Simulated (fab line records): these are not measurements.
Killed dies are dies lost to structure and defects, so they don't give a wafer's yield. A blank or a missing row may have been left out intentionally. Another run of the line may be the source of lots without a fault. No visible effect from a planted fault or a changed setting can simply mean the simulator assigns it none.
What tool caused it? / flow berkeley_cmos170 / at 1 step of a route of 331, 12 lots with 36 wafers sampled

== WHAT THE GAUGES SHOWED, per wafer ==
UCB170_START_BOW_MEAS_00.
lot=L075; measured=day 1 15:01; on=film_metro-03; INCOMING_BOW (um)=4 -13 -9
lot=L077; measured=day 2 01:02; on=film_metro-02; INCOMING_BOW (um)=-7 -5 -8
lot=L079; measured=day 2 11:00; on=film_metro-02; INCOMING_BOW (um)=6 -3 10
lot=L081; measured=day 2 21:00; on=film_metro-02; INCOMING_BOW (um)=-1 6 -9
lot=L083; measured=day 3 07:04; on=film_metro-01; INCOMING_BOW (um)=1 5 -5
lot=L085; measured=day 3 17:01; on=film_metro-02; INCOMING_BOW (um)=6 -6 -3
lot=L087; measured=day 4 03:01; on=film_metro-03; INCOMING_BOW (um)=5 1 8
lot=L089; measured=day 4 13:00; on=film_metro-02; INCOMING_BOW (um)=-11 11 10
lot=L091; measured=day 4 23:00; on=film_metro-03; INCOMING_BOW (um)=-2 2 -2
lot=L093; measured=day 5 09:00; on=film_metro-03; INCOMING_BOW (um)=-3 1 2
lot=L095; measured=day 5 19:00; on=film_metro-02; INCOMING_BOW (um)=3 2 -3
lot=L097; measured=day 6 05:04; on=film_metro-02; INCOMING_BOW (um)=-4 10 2

== EACH LOT AND THE TOOL THAT RAN IT (in order: tool; ch and the chambers of the sampled wafers; start) ==
There is no process step in the record ahead of these readings.

== THE ANSWER, worked out from the rows above alone ==
Rule: the lots themselves supply what counts as usual. Put in order of their means at a reading, lots are off if they are a third of the lots or fewer, leave a main group of 4 or more, and stand apart from it by a gap of 3 or more times the standard deviation of the main group's means; of several such gaps the widest counts. If all means in a main group match to the digits the tables above print for the reading, that group is not used. Also off: a lot with no number at a reading for which 4 or more lots have one. Any other lot the step has rows for is counted as sound.
Across all readings shown, no lot is off: no conclusion can be drawn from this.

== WHAT THE SIMULATOR HAD PUT IN ==
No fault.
